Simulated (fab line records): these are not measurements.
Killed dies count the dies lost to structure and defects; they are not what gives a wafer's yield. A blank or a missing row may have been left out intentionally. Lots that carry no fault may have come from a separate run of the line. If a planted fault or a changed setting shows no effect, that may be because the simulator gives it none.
fab line records ; flow berkeley-cmos170
record lots=14; wafers=42; last-day=12
route steps=331 shown PWELL@40 PLDD@155
lots with no fault: from the same line, run without faults
start-h: hours from the record's opening day to when the first of the lot's shown wafers began ; wait-h: hours from the lot's prior step to this one ; " repeats the value in the row above ; L1.1+2: one row covering several wafers at once ; - no value, or no start given ; * or withheld: withheld ; < > ~ a bound
route shown NAME@n: NAME is a module with steps in the file, n the number in the route of the first one ; usual: mean/standard deviation of fault-free wafers ; same: alike in all rows ; chamber/n: place in a boat ; sites: the reading at each site ; _std_site: how widely they spread, as a standard deviation ; _edge_site: outer sites' mean less inner sites' ; radius-mm: for every site, how far away it sits from the centre of the wafer ; mask NAME#n: copy n ; behind: the tool/chamber that last shaped the wafer ; hold: cause of the lot's hold/its duration in hours/its outcome ; device: the n, p or np transistor that did not switch ; end of line: tests run on the same wafers once the route is complete ; a step with no rows: only its recipe ; killed: the dies lost at the first sort to structure and to defects; this is not the yield of the wafer ; map: the dies of a wafer, with x for killed, . for not killed, _ for no die there
set.NAME: the setting as run; set.NAME@STEP: as run at that earlier step ; model.NAME: the simulator's own value behind a step, which no gauge read
steps of the route over a sample of lots; a table a step, a row a wafer
services: when a tool's chamber went out of use (start-h, in hours from the record's first day, below 0 if earlier), for how many hours, and the reason
## steps
# step UCB170_PWELL_THK_MEAS_06
# recipe reads=Si3N4_of_PWELL_CVD_05
# usual PWELL_NITRIDE_THK=219.4/2
lot.wafer;tool;chamber;start-h;wait-h;PWELL_NITRIDE_THK[nm]
L341.2;film-metro-01;-;49.01;0.0;221.1
L341.5;film-metro-01;-;49.01;0.0;220.8
L341.6;film-metro-01;-;49.01;0.0;219.9
L345.1;film-metro-01;-;61.09;0.0;221.3
L345.2;film-metro-01;-;61.09;0.0;221.6
L345.4;film-metro-01;-;61.09;0.0;220.4
L347.1;film-metro-03;-;77.80;0.0;220.1
L347.2;film-metro-03;-;77.80;0.0;220.0
L347.6;film-metro-03;-;77.80;0.0;218.0
L349.4;film-metro-01;-;86.08;0.0;217.3
L349.5;film-metro-01;-;86.08;0.0;218.2
L349.6;film-metro-01;-;86.08;0.0;216.6
L351.1;film-metro-01;-;94.57;0.0;220.3
L351.3;film-metro-01;-;94.57;0.0;219.1
L351.6;film-metro-01;-;94.57;0.0;221.4
L353.1;film-metro-02;-;116.00;0.0;223.1
L353.3;film-metro-02;-;116.00;0.0;221.7
L353.6;film-metro-02;-;116.00;0.0;222.6
L355.3;film-metro-01;-;116.08;0.1;220.7
L355.4;film-metro-01;-;116.08;0.1;221.0
L355.6;film-metro-01;-;116.08;0.1;220.4
L356.2;film-metro-02;-;123.61;0.0;219.4
L356.3;film-metro-02;-;123.61;0.0;219.0
L356.6;film-metro-02;-;123.61;0.0;219.2
L357.2;film-metro-03;-;133.15;0.0;218.1
L357.3;film-metro-03;-;133.15;0.0;219.8
L357.5;film-metro-03;-;133.15;0.0;219.1
L358.1;film-metro-02;-;138.56;0.0;220.4
L358.3;film-metro-02;-;138.56;0.0;220.4
L358.6;film-metro-02;-;138.56;0.0;219.3
L359.2;film-metro-03;-;138.57;0.0;220.8
L359.3;film-metro-03;-;138.57;0.0;220.8
L359.5;film-metro-03;-;138.57;0.0;220.8
L360.2;film-metro-02;-;143.52;0.0;215.6
L360.3;film-metro-02;-;143.52;0.0;216.9
L360.5;film-metro-02;-;143.52;0.0;215.7
L361.2;film-metro-03;-;143.52;0.0;221.0
L361.4;film-metro-03;-;143.52;0.0;221.6
L361.5;film-metro-03;-;143.52;0.0;222.8
L364.3;film-metro-03;-;163.83;0.0;219.5
L364.5;film-metro-03;-;163.83;0.0;219.4
L364.6;film-metro-03;-;163.83;0.0;217.3
# step UCB170_PWELL_OVL_MEAS_13
# usual PWELL_OVL=-1/4.6
lot.wafer;tool;chamber;start-h;wait-h;PWELL_OVL[nm]
L341.2;overlay-02;-;50.24;-;2
L341.5;overlay-02;-;50.24;-;-9
L341.6;overlay-02;-;50.24;-;-1
L345.1;overlay-01;-;61.99;-;7
L345.2;overlay-01;-;61.99;-;1
L345.4;overlay-01;-;61.99;-;5
L347.1;overlay-02;-;79.23;-;-4
L347.2;overlay-02;-;79.23;-;-1
L347.6;overlay-02;-;79.23;-;1
L349.4;overlay-02;-;88.23;-;7
L349.5;overlay-02;-;88.23;-;6
L349.6;overlay-02;-;88.23;-;3
L351.1;overlay-01;-;95.75;-;-5
L351.3;overlay-01;-;95.75;-;-3
L351.6;overlay-01;-;95.75;-;-6
L353.1;overlay-02;-;117.30;-;-2
L353.3;overlay-02;-;117.30;-;2
L353.6;overlay-02;-;117.30;-;3
L355.3;overlay-01;-;117.71;-;5
L355.4;overlay-01;-;117.71;-;-7
L355.6;overlay-01;-;117.71;-;-4
L356.2;overlay-02;-;125.67;-;-2
L356.3;overlay-02;-;125.67;-;-6
L356.6;overlay-02;-;125.67;-;-5
L357.2;overlay-02;-;134.17;-;-4
L357.3;overlay-02;-;134.17;-;0
L357.5;overlay-02;-;134.17;-;2
L358.1;overlay-01;-;139.94;-;-5
L358.3;overlay-01;-;139.94;-;10
L358.6;overlay-01;-;139.94;-;3
L359.2;overlay-02;-;140.01;-;-2
L359.3;overlay-02;-;140.01;-;-4
L359.5;overlay-02;-;140.01;-;-1
L361.2;overlay-01;-;145.58;-;0
L361.4;overlay-01;-;145.58;-;3
L361.5;overlay-01;-;145.58;-;0
L360.2;overlay-02;-;145.70;-;-3
L360.3;overlay-02;-;145.70;-;1
L360.5;overlay-02;-;145.70;-;0
L364.3;overlay-02;-;165.68;-;-6
L364.5;overlay-02;-;165.68;-;-9
L364.6;overlay-02;-;165.68;-;-5
# step UCB170_PWELL_ETCH_14
# recipe chemistry=CH3F/Ar/O2; target=Si3N4; stop-on=SiO2; CH3F_flow_sccm=20; Ar_flow_sccm=50; O2_flow_sccm=7; pressure-mtorr=50; rf-w=450; target-depth-a=2420; over-etch-frac=0.1; time-s=151
# usual O2_flow_sccm=7.001/0.021; drypump-motor-current-A=5.7/0.46; mfc-ar-sccm=49.97/0.16; oes-product-au=0.942/0.013; over-etch-frac=0.1/0; throttle-valve-pct=8.03/0.13
lot.wafer;tool;chamber;start-h;wait-h;O2_flow_sccm;drypump-motor-current-A;mfc-ar-sccm;oes-product-au;over-etch-frac;rf-hours-counter-h;throttle-valve-pct
L341.2;rie-diel-02;0;50.27;0.0;6.994;5.3;49.78;0.941;0.1;76;7.96
L341.5;rie-diel-02;1;50.27;0.0;6.990;6.2;49.90;0.953;0.1;-;8.08
L341.6;rie-diel-02;2;50.27;0.0;6.986;5.7;49.96;0.949;0.1;-;7.95
L345.1;rie-diel-02;1;62.02;0.0;7.012;6.2;49.76;0.949;0.1;92;8.09
L345.2;rie-diel-02;0;62.02;0.0;7.012;5.3;50.18;0.947;0.1;77;7.96
L345.4;rie-diel-02;2;62.02;0.0;6.984;5.7;49.93;0.945;0.1;-;7.94
L347.1;rie-diel-02;0;79.27;0.0;7.007;5.3;50.13;0.888;0.21332;78;7.94
L347.2;rie-diel-02;2;79.27;0.0;7.019;5.7;49.75;0.903;0.21332;101;7.92
L347.6;rie-diel-02;3;79.27;0.0;6.958;6.0;49.91;0.864;0.21332;-;8.11
L349.4;rie-diel-01;3;88.24;0.0;7.047;5.7;50.11;0.914;0.1;69;8.22
L349.5;rie-diel-01;3;88.24;0.0;7.033;5.7;50.09;0.925;0.1;-;8.21
L349.6;rie-diel-01;2;88.24;0.0;7.001;5.7;49.89;0.929;0.1;-;8.26
L351.1;rie-diel-04;0;95.78;0.0;7.005;5.4;50.07;0.951;0.1;108;7.96
L351.3;rie-diel-04;1;95.78;0.0;7.052;6.1;50.12;0.955;0.1;113;7.89
L351.6;rie-diel-04;0;95.78;0.0;7.022;5.4;49.97;0.960;0.1;-;7.95
L353.1;rie-diel-01;0;117.33;0.0;6.997;4.7;50.14;0.949;0.1;90;7.85
L353.3;rie-diel-01;3;117.33;0.0;7.036;5.7;50.19;0.928;0.1;71;8.20
L353.6;rie-diel-01;1;117.33;0.0;7.026;5.4;50.09;0.946;0.1;-;8.04
L355.3;rie-diel-02;1;117.73;0.0;7.015;6.2;49.83;0.892;0.21332;95;8.11
L355.4;rie-diel-02;3;117.73;0.0;7.002;5.9;49.61;0.877;0.21332;-;8.12
L355.6;rie-diel-02;1;117.73;0.0;6.982;6.3;49.83;0.892;0.21332;-;8.10
L356.2;rie-diel-04;2;125.70;0.0;6.998;6.6;49.59;0.960;0.1;55;8.06
L356.3;rie-diel-04;1;125.70;0.0;7.019;6.1;49.95;0.945;0.1;115;7.87
L356.6;rie-diel-04;0;125.70;0.0;6.984;5.4;50.27;0.952;0.1;-;7.93
L357.2;rie-diel-04;2;134.20;0.0;7.012;6.6;49.80;0.958;0.1;56;8.05
L357.3;rie-diel-04;3;134.20;0.0;7.000;5.7;50.00;0.945;0.1;109;7.96
L357.5;rie-diel-04;2;134.20;0.0;6.994;6.6;50.14;0.961;0.1;-;8.07
L358.1;rie-diel-04;1;139.97;0.0;6.976;6.1;50.03;0.946;0.1;116;7.87
L358.3;rie-diel-04;0;139.97;0.0;7.000;5.4;50.02;0.958;0.1;111;7.95
L358.6;rie-diel-04;2;139.97;0.0;6.999;6.6;50.04;0.959;0.1;-;8.05
L359.2;rie-diel-01;3;140.04;0.0;6.991;5.8;49.94;0.929;0.1;71;8.22
L359.3;rie-diel-01;1;140.04;0.0;6.994;5.4;50.26;0.931;0.1;5;8.02
L359.5;rie-diel-01;2;140.04;0.0;6.971;5.6;50.16;0.939;0.1;-;8.28
L361.2;rie-diel-04;3;145.61;0.0;6.994;5.7;49.85;0.955;0.1;109;7.97
L361.4;rie-diel-04;1;145.61;0.0;6.963;6.1;49.94;0.964;0.1;116;7.87
L361.5;rie-diel-04;3;145.61;0.0;7.002;5.7;49.89;0.954;0.1;-;7.99
L360.2;rie-diel-01;0;145.73;0.0;7.011;4.7;49.84;0.940;0.1;92;7.85
L360.3;rie-diel-01;1;145.73;0.0;7.022;5.4;49.99;0.933;0.1;6;8.04
L360.5;rie-diel-01;2;145.73;0.0;6.978;5.7;49.91;0.921;0.1;-;8.26
L364.3;rie-diel-01;1;165.70;0.0;7.003;5.4;50.02;0.938;0.1;6;8.03
L364.5;rie-diel-01;1;165.70;0.0;6.967;5.3;49.89;0.938;0.1;-;8.03
L364.6;rie-diel-01;2;165.70;0.0;7.015;5.7;50.00;0.933;0.1;-;8.26
# step UCB170_PWELL_STRIP_16
# recipe chemistry=O2; power-w=400; pressure-mtorr=3500; platen-temp-c=withheld; o2-flow-sccm=400; overash-fraction=0.5
# usual drypump-motor-current-A=6.0/0.35; oes-product-au=0.721/0.0043; strip-time-to-endpoint-s=18.11/0.077
lot.wafer;tool;chamber;start-h;wait-h;drypump-motor-current-A;oes-product-au;rf-hours-counter-h;strip-time-to-endpoint-s
L341.2;plasma-asher-02;1;50.52;0.1;5.8;0.727;32;18.09
L341.5;plasma-asher-02;0;50.52;0.1;5.1;0.720;-;18.03
L341.6;plasma-asher-02;1;50.52;0.1;5.8;0.718;-;18.10
L345.1;plasma-asher-04;1;62.27;0.1;6.3;0.724;36;18.14
L345.2;plasma-asher-04;0;62.27;0.1;6.1;0.722;36;18.20
L345.4;plasma-asher-04;1;62.27;0.1;6.3;0.721;-;18.13
L347.1;plasma-asher-01;1;79.52;0.1;5.9;0.726;28;17.68
L347.2;plasma-asher-01;0;79.52;0.1;6.3;0.723;28;17.69
L347.6;plasma-asher-01;0;79.52;0.1;6.3;0.719;-;17.72
L349.4;plasma-asher-01;0;88.53;0.1;6.3;0.729;-;18.05
L349.5;plasma-asher-01;1;88.53;0.1;5.9;0.723;-;18.05
L349.6;plasma-asher-01;0;88.53;0.1;6.3;0.726;-;18.15
L351.1;plasma-asher-01;1;96.03;0.1;5.9;0.720;30;18.16
L351.3;plasma-asher-01;1;96.03;0.1;5.9;0.722;-;18.14
L351.6;plasma-asher-01;0;96.03;0.1;6.3;0.724;-;18.19
L353.1;plasma-asher-02;0;117.58;0.1;5.1;0.722;40;18.07
L353.3;plasma-asher-02;0;117.58;0.1;5.1;0.711;-;17.97
L353.6;plasma-asher-02;0;117.58;0.1;5.1;0.727;-;17.90
L355.3;plasma-asher-04;0;118.01;0.1;6.1;0.719;-;17.74
L355.4;plasma-asher-04;1;118.01;0.1;6.3;0.721;-;17.71
L355.6;plasma-asher-04;0;118.01;0.1;6.0;0.727;-;17.71
L356.2;plasma-asher-01;1;125.95;0.1;5.9;0.722;33;18.21
L356.3;plasma-asher-01;0;125.95;0.1;6.3;0.725;-;18.17
L356.6;plasma-asher-01;1;125.95;0.1;6.0;0.724;-;18.20
L357.2;plasma-asher-04;1;134.45;0.1;6.3;0.728;44;18.15
L357.3;plasma-asher-04;0;134.45;0.1;6.0;0.727;-;18.16
L357.5;plasma-asher-04;1;134.45;0.1;6.3;0.721;-;18.00
L358.1;plasma-asher-01;1;140.22;0.1;5.9;0.720;35;18.05
L358.3;plasma-asher-01;0;140.22;0.1;6.3;0.724;-;18.14
L358.6;plasma-asher-01;0;140.22;0.1;6.3;0.712;-;18.08
L359.2;plasma-asher-04;0;140.29;0.1;6.0;0.727;45;18.07
L359.3;plasma-asher-04;1;140.29;0.1;6.3;0.717;-;18.04
L359.5;plasma-asher-04;0;140.29;0.1;6.0;0.720;-;18.13
L361.2;plasma-asher-02;1;145.86;0.1;5.9;0.723;44;18.20
L361.4;plasma-asher-02;0;145.86;0.1;5.1;0.723;-;18.02
L361.5;plasma-asher-02;0;145.86;0.1;5.1;0.714;-;18.12
L360.2;plasma-asher-01;0;145.98;0.1;6.3;0.718;36;18.22
L360.3;plasma-asher-01;1;145.98;0.1;6.0;0.722;-;18.13
L360.5;plasma-asher-01;1;145.98;0.1;6.0;0.727;-;18.17
L364.3;plasma-asher-01;1;165.99;0.1;5.9;0.716;-;18.05
L364.5;plasma-asher-01;1;165.99;0.1;5.9;0.717;-;18.10
L364.6;plasma-asher-01;0;165.99;0.1;6.3;0.724;-;18.05
# step UCB170_PLDD_STRIP_10
# recipe chemistry=O2; power-w=400; pressure-mtorr=3500; platen-temp-c=withheld; o2-flow-sccm=400; overash-fraction=0.5
# usual drypump-motor-current-A=5.6/0.36; oes-product-au=0.734/0.0047; strip-time-to-endpoint-s=21.63/0.073
lot.wafer;tool;chamber;start-h;wait-h;drypump-motor-current-A;oes-product-au;rf-hours-counter-h;strip-time-to-endpoint-s
L345.1;plasma-asher-03;1;138.34;0.1;5.5;0.733;2;21.64
L345.2;plasma-asher-03;0;138.34;0.1;5.5;0.732;2;21.54
L345.4;plasma-asher-03;0;138.34;0.1;5.6;0.737;-;21.61
L341.2;plasma-asher-04;0;138.62;0.1;6.1;0.733;45;21.65
L341.5;plasma-asher-04;0;138.62;0.1;6.0;0.730;-;21.62
L341.6;plasma-asher-04;1;138.62;0.1;6.3;0.736;-;21.65
L347.1;plasma-asher-03;1;158.72;0.1;5.5;0.736;5;21.62
L347.2;plasma-asher-03;0;158.72;0.1;5.6;0.734;5;21.64
L347.6;plasma-asher-03;0;158.72;0.1;5.5;0.731;-;21.59
L349.4;plasma-asher-04;1;172.79;0.1;6.3;0.736;-;21.65
L349.5;plasma-asher-04;1;172.79;0.1;6.3;0.747;-;21.63
L349.6;plasma-asher-04;0;172.79;0.1;6.0;0.725;-;21.66
L351.1;plasma-asher-04;1;173.54;0.1;6.3;0.739;49;21.70
L351.3;plasma-asher-04;0;173.54;0.1;6.1;0.738;-;21.72
L351.6;plasma-asher-04;0;173.54;0.1;6.0;0.736;-;21.67
L353.1;plasma-asher-03;0;190.88;0.1;5.5;0.735;8;21.62
L353.3;plasma-asher-03;0;190.88;0.1;5.6;0.730;-;21.67
L353.6;plasma-asher-03;1;190.88;0.1;5.5;0.739;-;21.75
L355.3;plasma-asher-02;0;194.15;0.1;5.1;0.733;-;21.67
L355.4;plasma-asher-02;1;194.15;0.1;5.9;0.720;-;21.67
L355.6;plasma-asher-02;1;194.15;0.1;5.9;0.740;-;21.62
L356.2;plasma-asher-02;0;199.87;0.1;5.1;0.730;49;21.72
L356.3;plasma-asher-02;0;199.87;0.1;5.1;0.731;-;21.74
L356.6;plasma-asher-02;0;199.87;0.1;5.1;0.741;-;21.73
L357.2;plasma-asher-02;1;205.37;0.1;5.8;0.727;51;21.59
L357.3;plasma-asher-02;0;205.37;0.1;5.0;0.731;-;21.55
L357.5;plasma-asher-02;1;205.37;0.1;5.8;0.736;-;21.53
L360.2;plasma-asher-02;0;216.57;0.1;5.1;0.736;52;21.63
L360.3;plasma-asher-02;0;216.57;0.1;5.1;0.733;-;21.69
L360.5;plasma-asher-02;0;216.57;0.1;5.1;0.728;-;21.61
L358.1;plasma-asher-02;0;216.85;0.1;5.1;0.729;52;21.61
L358.3;plasma-asher-02;0;216.85;0.1;5.1;0.734;-;21.65
L358.6;plasma-asher-02;1;216.85;0.1;5.9;0.734;-;21.59
L361.2;plasma-asher-03;1;216.93;0.1;5.5;0.740;11;21.58
L361.4;plasma-asher-03;0;216.93;0.1;5.5;0.746;-;21.67
L361.5;plasma-asher-03;0;216.93;0.1;5.5;0.731;-;21.63
L359.2;plasma-asher-02;0;217.15;0.1;5.1;0.732;53;21.57
L359.3;plasma-asher-02;0;217.15;0.1;5.1;0.728;-;21.57
L359.5;plasma-asher-02;0;217.15;0.1;5.1;0.734;-;21.57
L364.3;plasma-asher-02;0;251.75;0.1;5.1;0.740;-;21.70
L364.5;plasma-asher-02;1;251.75;0.1;5.8;0.732;-;21.76
L364.6;plasma-asher-02;0;251.75;0.1;5.1;0.736;-;21.80
## services
tool;chamber;start-h;hours;kind
rie-diel-01;-;36.02;0.5;repair
rie-diel-02;3;42.06;-;clean
rie-diel-02;3;42.06;20.0;scheduled-down
rie-diel-02;3;42.06;20.0;vent-cycle
rie-diel-02;2;51.51;2.7;repair
plasma-asher-03;-;62.80;1.2;repair
rie-diel-02;-;66.01;0.4;repair
rie-diel-04;0;66.49;3.9;repair
rie-diel-04;3;103.90;17.6;repair
plasma-asher-03;-;108.75;9.0;pm
plasma-asher-03;0;108.75;9.0;vent-cycle
rie-diel-02;2;109.19;18.4;repair
rie-diel-01;2;122.73;3.9;repair
plasma-asher-04;-;125.32;1.8;repair
plasma-asher-04;-;135.16;2.8;pm
plasma-asher-02;-;145.97;2.8;pm
plasma-asher-04;-;190.74;28.1;pm
plasma-asher-03;-;191.66;4.7;repair
rie-diel-01;2;199.99;2.4;repair
rie-diel-04;1;201.02;26.1;repair
rie-diel-04;-;202.28;0.5;repair
rie-diel-01;1;205.51;33.8;repair
rie-diel-02;-;241.82;2.8;pm
rie-diel-01;1;243.74;23.5;repair
## key
first-sign step=UCB170_PWELL_ETCH_14; reading=over-etch-frac; direction=up; sigmas=99+; usual=0.1; struck=0.21332
effect step=UCB170_PWELL_ETCH_14; reading=oes-product-au; direction=down; sigmas=4.2; usual=0.942; struck=0.886
effect step=UCB170_PWELL_STRIP_16; reading=strip-time-to-endpoint-s; direction=down; sigmas=5.2; usual=*; struck=*
met-at UCB170_PWELL_ETCH_14
struck-lots L347,L355
tester-left-out L347,L355
not-acting-at UCB170_PWELL_THK_MEAS_06,UCB170_PWELL_OVL_MEAS_13,UCB170_PLDD_STRIP_10
onset-between 62.02 79.27
fault kind=process-parameter-drift; tool=rie-diel-02; chamber=-; onset-h=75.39; steps=UCB170_PWELL_ETCH_14; channel=over-etch-frac; offset=0.11332; shape=step; end-h=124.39; acts-in=these-recipes-only; stated=0.1
# tester-left-out: of these lots the tester's yield and bins aren't shown, on N5 and GAA mostly nor the transistor test; their killed dies are dies lost to structure and defects alone, not to doping, threshold or leakage, so they don't give the yield
